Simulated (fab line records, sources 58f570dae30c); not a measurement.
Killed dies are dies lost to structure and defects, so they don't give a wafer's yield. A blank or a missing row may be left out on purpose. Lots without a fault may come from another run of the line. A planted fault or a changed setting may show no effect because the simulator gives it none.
One fault seen from 2 desks | flow berkeley_cmos170 | each desk has only its own numbers; what lay behind them comes last

THE METROLOGY DESK
What the gauges read, lot by lot, whatever tool the lot ran on: means of the sampled wafers that have a number. A lot is out of limits, marked OUT, if its mean lies more than 4 standard deviations from the usual mean; the brackets give that distance.
Columns: A = cd_nm at UCB170_V2_CD_MEAS_12, usual 700.1 nm; B = cd_nm at UCB170_M3_CD_MEAS_15, usual 700.0 nm
lot  | first seen here | A     | B
L999 | day 8 01:28     | 700.0 | 700.1
L100 | day 8 11:08     | 700.7 | 701.4
L101 | day 8 12:23     | 701.3 | 699.7
L102 | day 8 12:48     | 700.5 | 699.6
L103 | day 8 13:03     | 702.0 | 699.2
L104 | day 8 16:44     | 697.7 | 700.4
L106 | day 9 10:10     | 698.7 | 699.6
L108 | day 9 10:53     | 699.1 | 700.7
L109 | day 9 11:12     | 702.2 | 700.4
L114 | day 10 08:46    | 699.5 | 698.4
L119 | day 11 20:08    | 700.4 | 700.5
L120 | day 12 04:58    | 701.8 | 700.0
L122 | day 12 12:58    | 698.0 | 698.7
This desk's finding: nothing out of limits on any of the 13 lots.

THE TOOL OWNER'S DESK: rie_diel-02
The tool's own readings at UCB170_M1_ETCH_11 (etches BARC in N2/H2): means of the sampled wafers that have a number, for each lot that ran on this tool. A lot is out of limits, marked OUT, if its mean lies more than 4 standard deviations from the usual mean; the brackets give that distance.
Columns: A = drypump_motor_current_A at UCB170_M1_ETCH_11, usual 5.7 A; B = oes_product_au at UCB170_M1_ETCH_11, usual 1.009 a.u.; C = throttle_valve_pct at UCB170_M1_ETCH_11, usual 13.33 %
lot  | first seen here | A   | B     | C
L100 | day 7 19:44     | 5.8 | 0.999 | 13.41
L103 | day 7 20:56     | 5.5 | 1.006 | 13.45
L101 | day 7 22:40     | 5.5 | 1.016 | 13.42
L106 | day 8 21:00     | 5.8 | 1.022 | 13.30
L109 | day 8 23:34     | 5.8 | 1.016 | 13.35
L114 | day 9 22:31     | 5.8 | 1.047 | 13.41
This desk's finding: nothing out of limits on any of the 6 lots.

PUT TOGETHER
The metrology desk saw nothing out of limits.
The tool owner's desk saw nothing out of limits.

WHAT THE SIMULATOR HAD PUT IN
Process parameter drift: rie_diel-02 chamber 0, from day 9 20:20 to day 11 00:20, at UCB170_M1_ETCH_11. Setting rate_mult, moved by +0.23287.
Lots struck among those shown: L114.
